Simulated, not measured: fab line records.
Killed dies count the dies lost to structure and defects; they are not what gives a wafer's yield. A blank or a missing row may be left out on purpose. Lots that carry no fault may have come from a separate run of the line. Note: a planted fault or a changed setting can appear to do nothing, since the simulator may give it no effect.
fab line records -- flow berkeley_cmos170
[record] lots = 5, wafers = 23
route steps=331 shown M1@242 V1@254 M2@272 M3@310
start_h: hours from the record's first day to the start of the lot's first wafer shown -- wait_h: hours since the lot's step before -- " identical to the entry in the row above -- L1.1+2: one row covering several wafers at once -- - either no value or no given start -- * or withheld: withheld -- < > ~ a bound
route shown NAME@n: a module of which the file shows steps, and the number in the route of the first -- usual: the fault-free wafers' mean and standard deviation -- same: alike in all rows -- chamber/n: place in a boat -- sites: per-site readings -- _std_site: standard deviation of those values -- _edge_site: the outer-site mean with the inner-site mean subtracted -- radius_mm: how far each site lies from the wafer's centre -- mask NAME#n: copy n -- behind: tool/chamber where the wafer was last shaped -- hold: what put the lot on hold/how long, in hours/how the hold closed -- device: the transistor (n, p or np) that didn't switch -- end of line: at the end of the route, the tests of the same wafers -- where a step has no rows: the recipe by itself -- killed: dies lost to structure and defects at the first sort, not the wafer's yield -- map: per-die view of a wafer (x killed, . not killed, _ where there is no die)
set.NAME: the run value of the setting; set.NAME@STEP: its run value at that earlier step -- model.NAME: the simulator's own value behind a step, which no gauge read
lots run with intentionally changed settings; tables by step, rows by wafer
[[steps]]
[step UCB170_M1_COAT_04]
[recipe] resist = KrF, spin_rpm = 1500, resist_thk_nm = 900
lot.wafer,tool,chamber,start_h,wait_h,set.resist_thk_nm,model.KrF_of_M1_COAT_04.thk_nm
L078.1+6,litho_track-02,0,-,-,900,898.1
L078.2,litho_track-02,0,-,-,900,898.6
L078.4,litho_track-02,0,-,-,850.7,847.6
L078.5,litho_track-02,0,-,-,850.7,848.4
L080.1,litho_track-01,0,-,-,853.6,856.6
L080.2,litho_track-01,0,-,-,900,900.5
L080.4,litho_track-01,0,-,-,900,901.9
L080.5,litho_track-01,0,-,-,853.6,855.4
L080.6,litho_track-01,0,-,-,900,899.3
L082.1,litho_track-04,0,-,-,900,897.7
L082.2,litho_track-04,0,-,-,947.9,945.9
L082.3,litho_track-04,0,-,-,900,902
L082.4,litho_track-04,0,-,-,900,900.8
L082.6,litho_track-04,0,-,-,947.9,948.2
L085.1,litho_track-04,0,-,-,900,901.6
L085.3,litho_track-04,0,-,-,900,901.2
L085.5,litho_track-04,0,-,-,900,898.7
L083.1,litho_track-04,0,-,-,900,908.2
L083.2,litho_track-04,0,-,-,900,903.3
L083.3,litho_track-04,0,-,-,928.5,938
L083.4,litho_track-04,0,-,-,928.5,934.1
L083.5,litho_track-04,0,-,-,928.5,931.5
[step UCB170_M1_SOFTBAKE_05]
[recipe] resist = KrF, temp_c = 130, time_s = 60
[step UCB170_M1_EXPOSE_06]
[recipe] mask_id = METAL1, target_cd_nm = 700, na = 0.5, sigma_outer = 0.6, source_shape = conventional, dose_mj = 21
[step UCB170_M1_ETCH_11]
[recipe] chemistry = N2/H2, target_depth_a = withheld, overetch_a = withheld, target = BARC, time_s = withheld, source_w = 500, bias_w = 100, pressure_mtorr = 30, n2_flow_sccm = 100, h2_flow_sccm = 200
[step UCB170_M1_METAL_ETCH_12]
[recipe] chemistry = Cl2/BCl3, target = Al, stop_on = PSG, pressure_mtorr = 12, target_depth_a = 7800, over_etch_frac = 0.3, time_s = 130, icp_w = 600, bias_w = 120, Cl2_flow_sccm = 90, bcl3_flow_sccm = 45
lot.wafer,tool,chamber,start_h,wait_h,set.time_s@CONTACT_CVD_01,set.resist_thk_nm@M1_COAT_04,model.PSG_of_CONTACT_CVD_01.thk_nm,model.KrF_of_M1_COAT_04.thk_nm
L078.1,rie_metal-01,1,209.07,-,2627,900,605.3,431.6
L078.2,rie_metal-01,0,209.07,-,2627,900,608.7,423.6
L078.4,rie_metal-01,1,209.07,-,2627,850.7,607.3,385.6
L078.5,rie_metal-01,0,209.07,-,2627,850.7,611.2,368.6
L078.6,rie_metal-01,1,209.07,-,2627,900,608.9,437.7
L080.1,rie_metal-01,0,230.99,-,3007,853.6,709.3,376.6
L080.2,rie_metal-01,1,230.99,-,3007,900,707.6,434.6
L080.4,rie_metal-01,1,230.99,-,3007,900,709.6,437.7
L080.5,rie_metal-01,0,230.99,-,3007,853.6,712.3,376.6
L080.6,rie_metal-01,1,230.99,-,3007,900,718.8,434
L082.1,rie_metal-01,1,237.80,-,2973,900,709.8,434.8
L082.2,rie_metal-01,0,237.80,-,2973,947.9,702.7,467.9
L082.3,rie_metal-01,0,237.80,-,2973,900,710.4,422.4
L082.4,rie_metal-01,1,237.80,-,2973,900,708.3,443.5
L082.6,rie_metal-01,0,237.80,-,2973,947.9,704.9,469.2
L085.1,rie_metal-03,1,240.50,-,2820,900,672.3,441.4
L085.3,rie_metal-03,0,240.50,-,2820,900,669.8,436.3
L085.5,rie_metal-03,0,240.50,-,2820,900,668.3,437.6
L083.1,rie_metal-01,1,240.52,-,2458,900,568.2,448.3
L083.2,rie_metal-01,0,240.52,-,2458,900,566.2,423.8
L083.3,rie_metal-01,0,240.52,-,2458,928.5,568.7,462
L083.4,rie_metal-01,1,240.52,-,2458,928.5,572.2,473.4
L083.5,rie_metal-01,0,240.52,-,2458,928.5,568.5,454.7
[step UCB170_V1_CVD_00]
[recipe] material = SiO2, target_thk_nm = 2000, temp_c = 390, precursor = TEOS/O2, time_s = 250, rf_w = 550, pressure_mtorr = 9000
lot.wafer,tool,chamber,start_h,wait_h,set.time_s,model.SiO2_of_V1_CVD_00.thk_nm
L078.1,pecvd-01,0,211.85,0.0,250,1996
L078.2,pecvd-01,2,211.85,0.0,261.1,-
L078.4,pecvd-01,0,211.85,0.0,250,2036
L078.5,pecvd-01,1,211.85,0.0,261.1,2090
L078.6,pecvd-01,2,211.85,0.0,250,-
L080.1,pecvd-01,2,232.90,0.0,250,2004
L080.2+5+6,pecvd-01,"0,0,2",232.90,0.0,250,-
L080.4,pecvd-01,1,232.90,0.0,250,1975
L082.1,pecvd-04,0,239.53,0.0,250,1986
L082.2,pecvd-04,2,239.53,0.0,250,2004
L082.3,pecvd-04,1,239.53,0.0,232.6,1872
L082.4,pecvd-04,2,239.53,0.0,232.6,1893
L082.6,pecvd-04,0,239.53,0.0,232.6,1896
L085.1,pecvd-02,2,242.20,0.0,250,2000
L085.3,pecvd-02,1,242.20,0.0,250,1993
L085.5,pecvd-02,0,242.20,0.0,250,2041
L083.1,pecvd-04,0,243.53,0.0,250,2001
L083.2,pecvd-04,1,243.53,0.0,230.9,1851
L083.3,pecvd-04,2,243.53,0.0,250,1979
L083.4,pecvd-04,0,243.53,0.0,230.9,1856
L083.5,pecvd-04,1,243.53,0.0,250,2036
[step UCB170_V1_THK_MEAS_01]
[recipe] reads = SiO2_of_V1_CVD_00
[usual] V1_TEOS_THK = 2005/24
lot.wafer,tool,chamber,start_h,wait_h,set.time_s@V1_CVD_00,V1_TEOS_THK[nm]
L078.1,film_metro-04,-,212.01,0.1,250,1997
L078.2,film_metro-04,-,212.01,0.1,261.1,2104
L078.4,film_metro-04,-,212.01,0.1,250,2034
L078.5,film_metro-04,-,212.01,0.1,261.1,2091
L078.6,film_metro-04,-,212.01,0.1,250,2058
L080.1,film_metro-01,-,233.06,0.1,250,2004
L080.2,film_metro-01,-,233.06,0.1,250,1985
L080.4,film_metro-01,-,233.06,0.1,250,1974
L080.5,film_metro-01,-,233.06,0.1,250,2038
L080.6,film_metro-01,-,233.06,0.1,250,2019
L082.1,film_metro-04,-,239.69,0.1,250,1986
L082.2,film_metro-04,-,239.69,0.1,250,2004
L082.3,film_metro-04,-,239.69,0.1,232.6,1873
L082.4,film_metro-04,-,239.69,0.1,232.6,1892
L082.6,film_metro-04,-,239.69,0.1,232.6,1897
L085.1,film_metro-03,-,242.36,0.1,250,2000
L085.3,film_metro-03,-,242.36,0.1,250,1992
L085.5,film_metro-03,-,242.36,0.1,250,2041
L083.1,film_metro-04,-,243.69,0.1,250,2000
L083.2,film_metro-04,-,243.69,0.1,230.9,1851
L083.3,film_metro-04,-,243.69,0.1,250,1981
L083.4,film_metro-04,-,243.69,0.1,230.9,1855
L083.5,film_metro-04,-,243.69,0.1,250,2036
[step UCB170_M2_SPUTTER_01]
[recipe] material = Al, target_thk_nm = 900, time_s = 120, power_w = 6000, chamber_pressure_pa = 0.5
lot.wafer,tool,chamber,start_h,wait_h,set.power_w,model.Al_of_M2_SPUTTER_01.thk_nm
L078.1,pvd_sputter-02,-,214.45,0.0,6000,901
L078.2,pvd_sputter-02,-,214.45,0.0,6436,955.3
L078.4,pvd_sputter-02,-,214.45,0.0,6000,911.2
L078.5,pvd_sputter-02,-,214.45,0.0,6000,902.3
L078.6,pvd_sputter-02,-,214.45,0.0,6436,962.3
L080.1,pvd_sputter-03,-,235.29,0.0,6000,896.8
L080.2,pvd_sputter-03,-,235.29,0.0,6591,976.3
L080.4,pvd_sputter-03,-,235.29,0.0,6000,901.9
L080.5,pvd_sputter-03,-,235.29,0.0,6591,972.1
L080.6,pvd_sputter-03,-,235.29,0.0,6591,987.1
L082.1,pvd_sputter-01,-,241.99,0.0,6000,913.6
L082.2,pvd_sputter-01,-,241.99,0.0,6000,912.9
L082.3,pvd_sputter-01,-,241.99,0.0,6214,940.2
L082.4,pvd_sputter-01,-,241.99,0.0,6000,915
L082.6,pvd_sputter-01,-,241.99,0.0,6214,938.6
L085.1,pvd_sputter-03,-,245.22,0.0,6000,893.5
L085.3,pvd_sputter-03,-,245.22,0.0,6000,895.4
L085.5,pvd_sputter-03,-,245.22,0.0,6000,882.5
L083.1,pvd_sputter-01,-,246.19,0.0,6000,895.9
L083.2+3,pvd_sputter-01,-,246.19,0.0,6000,894.4
L083.4,pvd_sputter-01,-,246.19,0.0,6000,909.4
L083.5,pvd_sputter-01,-,246.19,0.0,6000,898.2
[step UCB170_M2_RS_MEAS_02]
[recipe] thk_meas_gauge = four-point-probe, reads = Al_of_M2_SPUTTER_01
[usual] M2_AL_RS = 0.0322/0.00039
lot.wafer,tool,chamber,start_h,wait_h,set.power_w@M2_SPUTTER_01,M2_AL_RS[ohm/sq]
L078.1,film_metro-04,-,214.53,0.0,6000,0.0321
L078.2,film_metro-04,-,214.53,0.0,6436,0.0302
L078.4,film_metro-04,-,214.53,0.0,6000,0.0318
L078.5,film_metro-04,-,214.53,0.0,6000,0.0322
L078.6,film_metro-04,-,214.53,0.0,6436,0.0300
L080.1,film_metro-01,-,235.38,0.0,6000,0.0322
L080.2,film_metro-01,-,235.38,0.0,6591,0.0296
L080.4,film_metro-01,-,235.38,0.0,6000,0.0321
L080.5,film_metro-01,-,235.38,0.0,6591,0.0297
L080.6,film_metro-01,-,235.38,0.0,6591,0.0292
L082.1,film_metro-01,-,242.07,0.0,6000,0.0316
L082.2,film_metro-01,-,242.07,0.0,6000,0.0316
L082.3,film_metro-01,-,242.07,0.0,6214,0.0307
L082.4,film_metro-01,-,242.07,0.0,6000,0.0315
L082.6,film_metro-01,-,242.07,0.0,6214,0.0308
L085.1,film_metro-01,-,245.31,0.0,6000,0.0324
L085.3,film_metro-01,-,245.31,0.0,6000,0.0323
L085.5,film_metro-01,-,245.31,0.0,6000,0.0328
L083.1,film_metro-02,-,246.27,0.0,6000,0.0323
L083.2,film_metro-02,-,246.27,0.0,6000,0.0324
L083.3,film_metro-02,-,246.27,0.0,6000,0.0323
L083.4,film_metro-02,-,246.27,0.0,6000,0.0318
L083.5,film_metro-02,-,246.27,0.0,6000,0.0322
[step UCB170_M2_THK_MEAS_03]
[recipe] thk_meas_gauge = xrf, reads = Al_of_M2_SPUTTER_01
[usual] M2_AL_THK = 918/13
lot.wafer,tool,chamber,start_h,wait_h,set.power_w@M2_SPUTTER_01,M2_AL_THK[nm]
L078.1,film_metro-04,-,214.65,0.1,6000,919
L078.2,film_metro-04,-,214.65,0.1,6436,976
L078.4,film_metro-04,-,214.65,0.1,6000,926
L078.5,film_metro-04,-,214.65,0.1,6000,915
L078.6,film_metro-04,-,214.65,0.1,6436,974
L080.1,film_metro-01,-,235.50,0.1,6000,927
L080.2,film_metro-01,-,235.50,0.1,6591,1010
L080.4,film_metro-01,-,235.50,0.1,6000,931
L080.5,film_metro-01,-,235.50,0.1,6591,1005
L080.6,film_metro-01,-,235.50,0.1,6591,1019
L082.1,film_metro-01,-,242.19,0.1,6000,940
L082.2,film_metro-01,-,242.19,0.1,6000,939
L082.3,film_metro-01,-,242.19,0.1,6214,970
L082.4,film_metro-01,-,242.19,0.1,6000,940
L082.6,film_metro-01,-,242.19,0.1,6214,967
L085.1,film_metro-01,-,245.43,0.1,6000,917
L085.3,film_metro-01,-,245.43,0.1,6000,920
L085.5,film_metro-01,-,245.43,0.1,6000,912
L083.1,film_metro-02,-,246.39,0.1,6000,910
L083.2,film_metro-02,-,246.39,0.1,6000,905
L083.3,film_metro-02,-,246.39,0.1,6000,907
L083.4,film_metro-02,-,246.39,0.1,6000,925
L083.5,film_metro-02,-,246.39,0.1,6000,914
[step UCB170_M2_METAL_ETCH_18]
[recipe] chemistry = Cl2/BCl3, target = Al, stop_on = SiO2, pressure_mtorr = 12, target_depth_a = 11700, over_etch_frac = 0.3, time_s = 195, icp_w = 600, bias_w = 120, Cl2_flow_sccm = 90, bcl3_flow_sccm = 45
lot.wafer,tool,chamber,start_h,wait_h,set.icp_w,model.KrF_of_M2_COAT_10.thk_nm
L078.1,rie_metal-04,1,217.82,-,600,221.1
L078.2,rie_metal-04,0,217.82,-,548.6,-
L078.4,rie_metal-04,0,217.82,-,548.6,255.3
L078.5,rie_metal-04,1,217.82,-,548.6,271.8
L078.6,rie_metal-04,0,217.82,-,600,-
L080.1,rie_metal-03,0,237.67,-,600,215.8
L080.2+6,rie_metal-03,1,237.67,-,600,-
L080.4,rie_metal-03,1,237.67,-,664.5,147.5
L080.5,rie_metal-03,0,237.67,-,664.5,-
L082.1,rie_metal-04,0,244.85,-,600,217.8
L082.2,rie_metal-04,1,244.85,-,600,228.5
L082.3,rie_metal-04,1,244.85,-,600,236.4
L082.4,rie_metal-04,0,244.85,-,565.6,248.3
L082.6,rie_metal-04,0,244.85,-,565.6,250.7
L085.1,rie_metal-02,0,247.38,-,600,210.4
L085.3,rie_metal-02,1,247.38,-,600,202.9
L085.5,rie_metal-02,1,247.38,-,600,208.2
L083.1,rie_metal-04,0,250.69,-,632.5,178.8
L083.2,rie_metal-04,1,250.69,-,600,228.5
L083.3,rie_metal-04,0,250.69,-,600,204.1
L083.4,rie_metal-04,1,250.69,-,632.5,192.9
L083.5,rie_metal-04,1,250.69,-,632.5,191.4
[step UCB170_M2_STRIP_19]
[recipe] chemistry = O2, power_w = 400, pressure_mtorr = 3500, platen_temp_c = withheld, o2_flow_sccm = 400, overash_fraction = 0.5
[usual] oes_product_au = 0.546/0.0095
lot.wafer,tool,chamber,start_h,wait_h,set.icp_w@M2_METAL_ETCH_18,oes_product_au
L078.1,plasma_asher-04,1,218.01,0.1,600,0.551
L078.2,plasma_asher-04,0,218.01,0.1,548.6,0.588
L078.4,plasma_asher-04,1,218.01,0.1,548.6,0.586
L078.5,plasma_asher-04,0,218.01,0.1,548.6,0.610
L078.6,plasma_asher-04,1,218.01,0.1,600,0.539
L080.1,plasma_asher-04,0,237.86,0.1,600,0.548
L080.2,plasma_asher-04,1,237.86,0.1,600,0.549
L080.4,plasma_asher-04,1,237.86,0.1,664.5,0.479
L080.5,plasma_asher-04,0,237.86,0.1,664.5,0.481
L080.6,plasma_asher-04,1,237.86,0.1,600,0.547
L082.1,plasma_asher-01,0,245.04,0.1,600,0.545
L082.2,plasma_asher-01,1,245.04,0.1,600,0.560
L082.3,plasma_asher-01,0,245.04,0.1,600,0.574
L082.4,plasma_asher-01,1,245.04,0.1,565.6,0.582
L082.6,plasma_asher-01,0,245.04,0.1,565.6,0.593
L085.1,plasma_asher-01,0,247.56,0.1,600,0.544
L085.3,plasma_asher-01,0,247.56,0.1,600,0.535
L085.5,plasma_asher-01,0,247.56,0.1,600,0.546
L083.1,plasma_asher-04,1,250.88,0.1,632.5,0.503
L083.2,plasma_asher-04,0,250.88,0.1,600,0.556
L083.3,plasma_asher-04,1,250.88,0.1,600,0.536
L083.4,plasma_asher-04,0,250.88,0.1,632.5,0.527
L083.5,plasma_asher-04,0,250.88,0.1,632.5,0.519
[step UCB170_M3_SPUTTER_01]
[recipe] material = Al, target_thk_nm = 900, time_s = 120, power_w = 6000, chamber_pressure_pa = 0.5
lot.wafer,tool,chamber,start_h,wait_h,set.time_s,model.Al_of_M3_SPUTTER_01.thk_nm
L078.1,pvd_sputter-01,-,221.97,0.0,120,911.2
L078.2,pvd_sputter-01,-,221.97,0.0,120,905.7
L078.4,pvd_sputter-01,-,221.97,0.0,120,912.6
L078.5,pvd_sputter-01,-,221.97,0.0,120,900.2
L078.6,pvd_sputter-01,-,221.97,0.0,120,904.5
L080.1,pvd_sputter-02,-,241.08,0.0,120,921.5
L080.2,pvd_sputter-02,-,241.08,0.0,114.4,874.7
L080.4,pvd_sputter-02,-,241.08,0.0,120,907.8
L080.5,pvd_sputter-02,-,241.08,0.0,120,919.9
L080.6,pvd_sputter-02,-,241.08,0.0,114.4,871.3
L082.1,pvd_sputter-04,-,247.61,0.0,120,901
L082.2,pvd_sputter-04,-,247.61,0.0,120,902.1
L082.3,pvd_sputter-04,-,247.61,0.0,103.1,770.1
L082.4,pvd_sputter-04,-,247.61,0.0,103.1,777.7
L082.6,pvd_sputter-04,-,247.61,0.0,120,910.9
L085.1,pvd_sputter-01,-,251.29,0.0,120,896.1
L085.3,pvd_sputter-01,-,251.29,0.0,120,891.7
L085.5,pvd_sputter-01,-,251.29,0.0,120,888
L083.1,pvd_sputter-02,-,254.62,0.0,120,903.1
L083.2,pvd_sputter-02,-,254.62,0.0,133.5,1008
L083.3,pvd_sputter-02,-,254.62,0.0,120,915
L083.4,pvd_sputter-02,-,254.62,0.0,120,912.2
L083.5,pvd_sputter-02,-,254.62,0.0,133.5,1017
[step UCB170_M3_RS_MEAS_02]
[recipe] thk_meas_gauge = four-point-probe, reads = Al_of_M3_SPUTTER_01
[usual] M3_AL_RS = 0.0320/0.00043
lot.wafer,tool,chamber,start_h,wait_h,set.time_s@M3_SPUTTER_01,M3_AL_RS[ohm/sq]
L078.1,film_metro-01,-,222.05,0.0,120,0.0317
L078.2,film_metro-01,-,222.05,0.0,120,0.0319
L078.4,film_metro-01,-,222.05,0.0,120,0.0316
L078.5,film_metro-01,-,222.05,0.0,120,0.0321
L078.6,film_metro-01,-,222.05,0.0,120,0.0319
L080.1,film_metro-01,-,241.16,0.0,120,0.0313
L080.2,film_metro-01,-,241.16,0.0,114.4,0.0331
L080.4,film_metro-01,-,241.16,0.0,120,0.0319
L080.5,film_metro-01,-,241.16,0.0,120,0.0314
L080.6,film_metro-01,-,241.16,0.0,114.4,0.0332
L082.1,film_metro-02,-,247.69,0.0,120,0.0321
L082.2,film_metro-02,-,247.69,0.0,120,0.0320
L082.3,film_metro-02,-,247.69,0.0,103.1,0.0377
L082.4,film_metro-02,-,247.69,0.0,103.1,0.0373
L082.6,film_metro-02,-,247.69,0.0,120,0.0317
L085.1,film_metro-03,-,251.37,0.0,120,0.0323
L085.3,film_metro-03,-,251.37,0.0,120,0.0325
L085.5,film_metro-03,-,251.37,0.0,120,0.0327
L083.1,film_metro-01,-,254.70,0.0,120,0.0320
L083.2,film_metro-01,-,254.70,0.0,133.5,0.0287
L083.3,film_metro-01,-,254.70,0.0,120,0.0316
L083.4,film_metro-01,-,254.70,0.0,120,0.0317
L083.5,film_metro-01,-,254.70,0.0,133.5,0.0284
[step UCB170_M3_THK_MEAS_03]
[recipe] thk_meas_gauge = xrf, reads = Al_of_M3_SPUTTER_01
[usual] M3_AL_THK = 927/14
lot.wafer,tool,chamber,start_h,wait_h,set.time_s@M3_SPUTTER_01,M3_AL_THK[nm]
L078.1,film_metro-01,-,222.17,0.1,120,941
L078.2,film_metro-01,-,222.17,0.1,120,932
L078.4,film_metro-01,-,222.17,0.1,120,939
L078.5,film_metro-01,-,222.17,0.1,120,928
L078.6,film_metro-01,-,222.17,0.1,120,931
L080.1,film_metro-01,-,241.28,0.1,120,948
L080.2,film_metro-01,-,241.28,0.1,114.4,895
L080.4,film_metro-01,-,241.28,0.1,120,936
L080.5,film_metro-01,-,241.28,0.1,120,946
L080.6,film_metro-01,-,241.28,0.1,114.4,895
L082.1,film_metro-02,-,247.81,0.1,120,913
L082.2,film_metro-02,-,247.81,0.1,120,916
L082.3,film_metro-02,-,247.81,0.1,103.1,779
L082.4,film_metro-02,-,247.81,0.1,103.1,789
L082.6,film_metro-02,-,247.81,0.1,120,927
L085.1,film_metro-03,-,251.49,0.1,120,921
L085.3,film_metro-03,-,251.49,0.1,120,912
L085.5,film_metro-03,-,251.49,0.1,120,909
L083.1,film_metro-01,-,254.82,0.1,120,928
L083.2,film_metro-01,-,254.82,0.1,133.5,1038
L083.3,film_metro-01,-,254.82,0.1,120,939
L083.4,film_metro-01,-,254.82,0.1,120,938
L083.5,film_metro-01,-,254.82,0.1,133.5,1048
[step UCB170_M3_METAL_ETCH_18]
[recipe] chemistry = Cl2/BCl3, target = Al, stop_on = SiO2, pressure_mtorr = 12, target_depth_a = 11700, over_etch_frac = 0.3, time_s = 195, icp_w = 600, bias_w = 120, Cl2_flow_sccm = 90, bcl3_flow_sccm = 45
[usual] oes_product_au = 0.860/0.01
lot.wafer,tool,chamber,start_h,wait_h,set.over_etch_frac,set.time_s@M3_SPUTTER_01,oes_product_au
L078.1,rie_metal-04,1,224.69,-,0.3,120,0.862
L078.2,rie_metal-04,0,224.69,-,0.3,120,0.854
L078.4,rie_metal-04,0,224.69,-,0.3312,120,0.851
L078.5,rie_metal-04,1,224.69,-,0.3,120,0.855
L078.6,rie_metal-04,0,224.69,-,0.3312,120,0.843
L080.1,rie_metal-01,0,245.05,-,0.3,120,0.877
L080.2,rie_metal-01,1,245.05,-,0.3,114.4,0.851
L080.4,rie_metal-01,0,245.05,-,0.3,120,0.858
L080.5,rie_metal-01,1,245.05,-,0.3,120,0.879
L080.6,rie_metal-01,0,245.05,-,0.3,114.4,0.847
L082.1,rie_metal-01,1,250.73,-,0.3459,120,0.851
L082.2,rie_metal-01,0,250.73,-,0.3,120,0.856
L082.3,rie_metal-01,1,250.73,-,0.3459,103.1,0.782
L082.4,rie_metal-01,0,250.73,-,0.3,103.1,0.792
L082.6,rie_metal-01,0,250.73,-,0.3459,120,0.853
L085.1,rie_metal-01,0,254.37,-,0.3,120,0.857
L085.3,rie_metal-01,0,254.37,-,0.3,120,0.861
L085.5,rie_metal-01,1,254.37,-,0.3,120,0.854
L083.1,rie_metal-02,0,257.53,-,0.3418,120,0.838
L083.2,rie_metal-02,1,257.53,-,0.3418,133.5,0.902
L083.3,rie_metal-02,0,257.53,-,0.3418,120,0.844
L083.4,rie_metal-02,1,257.53,-,0.3,120,0.870
L083.5,rie_metal-02,0,257.53,-,0.3,133.5,0.907
[[key]]
[split] step = UCB170_M1_COAT_04, setting = resist_thk_nm, stated = 900, by = wafer
[response] step = UCB170_M1_COAT_04, reading = model.KrF_of_M1_COAT_04.thk_nm, change = +8.91, per = 1%, r = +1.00
[response] step = UCB170_M1_METAL_ETCH_12, reading = model.KrF_of_M1_COAT_04.thk_nm, change = +9.17, per = 1%, r = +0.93
[split] step = UCB170_V1_CVD_00, setting = time_s, stated = 250, by = wafer
[response] step = UCB170_V1_CVD_00, reading = model.SiO2_of_V1_CVD_00.thk_nm, change = +17.9, per = 1%, r = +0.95
[response] step = UCB170_V1_THK_MEAS_01, reading = V1_TEOS_THK, change = +17.6, per = 1%, r = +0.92
[split] step = UCB170_M2_SPUTTER_01, setting = power_w, stated = 6000, by = wafer
[response] step = UCB170_M2_SPUTTER_01, reading = model.Al_of_M2_SPUTTER_01.thk_nm, change = +7.77, per = 1%, r = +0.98
[response] step = UCB170_M2_RS_MEAS_02, reading = M2_AL_RS, change = -0.000264, per = 1%, r = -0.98
[response] step = UCB170_M2_THK_MEAS_03, reading = M2_AL_THK, change = +8.08, per = 1%, r = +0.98
[split] step = UCB170_M2_METAL_ETCH_18, setting = icp_w, stated = 600, by = wafer
[response] step = UCB170_M2_METAL_ETCH_18, reading = model.KrF_of_M2_COAT_10.thk_nm, change = -5.22, per = 1%, r = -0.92
[response] step = UCB170_M2_STRIP_19, reading = oes_product_au, change = -0.00594, per = 1%, r = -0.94
[split] step = UCB170_M3_SPUTTER_01, setting = time_s, stated = 120, by = wafer
[response] step = UCB170_M3_SPUTTER_01, reading = model.Al_of_M3_SPUTTER_01.thk_nm, change = +9.22, per = 1%, r = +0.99
[response] step = UCB170_M3_RS_MEAS_02, reading = M3_AL_RS, change = -0.000352, per = 1%, r = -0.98
[response] step = UCB170_M3_THK_MEAS_03, reading = M3_AL_THK, change = +9.61, per = 1%, r = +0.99
[response] step = UCB170_M3_METAL_ETCH_18, reading = oes_product_au, change = +0.00473, per = 1%, r = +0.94
[split] step = UCB170_M3_METAL_ETCH_18, setting = over_etch_frac, stated = 0.3, by = wafer
response none clear
split outside_this_file step=UCB170_CONTACT_CVD_01 setting=time_s
// split outside_this_file: this setting was split too, and the file shows its column; the key of that split is in another file
